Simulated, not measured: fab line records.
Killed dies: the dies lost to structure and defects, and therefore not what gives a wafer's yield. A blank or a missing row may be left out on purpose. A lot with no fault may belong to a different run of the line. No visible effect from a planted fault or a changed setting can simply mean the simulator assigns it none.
The tool behind it: which one?	flow berkeley_cmos170	21 wafers from 7 lots sampled at 2 of the route's 331 steps

WHAT EACH GAUGE READ, for each wafer
UCB170_PWELL_THK_MEAS_03.
lot	measured	on	PWELL_OXIDE_THK (nm)
L986	day 3 00:44	film_metro-03	27.2 26.6 27.0
L989	day 3 19:26	film_metro-02	37.9 38.3 38.2 37.8 38.2 38.2
L997	day 5 00:02	film_metro-03	25.5 25.8 25.8
L999	day 5 13:31	film_metro-03	26.5 26.2 26.3
L103	day 6 07:13	film_metro-02	26.4 26.2 27.0
L106	day 7 01:17	film_metro-03	26.4 26.1 26.4
L108	day 7 08:04	film_metro-04	25.9 26.0 25.9

EACH LOT AND THE TOOL THAT RAN IT (in order: tool; ch and the chambers of the sampled wafers; start)
lot	UCB170_PWELL_OXIDATION_02
L986	furnace-02 ch 0, day 2 23:23
L989	furnace-02 ch 0, day 3 15:29
L997	furnace-02 ch 0, day 4 22:41
L999	furnace-03 ch 0, day 5 12:09
L103	furnace-02 ch 0, day 6 05:52
L106	furnace-03 ch 0, day 6 23:56
L108	furnace-03 ch 0, day 7 06:42
- UCB170_PWELL_OXIDATION_02: target thk 26.4 nm, ox time 1260 s.

THE ANSWER, worked out from the rows above alone
Rule: what is usual is taken from the lots themselves. The widest of any qualifying gaps counts: lots, ordered by their means at a reading, are off when they make up no more than a third of the lots, leave a main group of 4 or more, and stand apart from it by 3 or more times the standard deviation of that group's means. If all means in a main group match to the digits the tables above print for the reading, that group is not used. Also off: a lot with no number at a reading for which 4 or more lots have one. Any other lot the step has rows for is counted as sound.
Off: L989, at UCB170_PWELL_THK_MEAS_03 (PWELL_OXIDE_THK). The main group has a mean of 26.3 nm with a standard deviation of 0.4.
If a tool, at a process step before that reading, ran all the lots that are off and no sound lot after the first of them, it fits. Those tools and the gauges at UCB170_PWELL_THK_MEAS_03 are tried in the same way. Of those tried, none fits.

WHAT HAD BEEN PUT IN BY THE SIMULATOR
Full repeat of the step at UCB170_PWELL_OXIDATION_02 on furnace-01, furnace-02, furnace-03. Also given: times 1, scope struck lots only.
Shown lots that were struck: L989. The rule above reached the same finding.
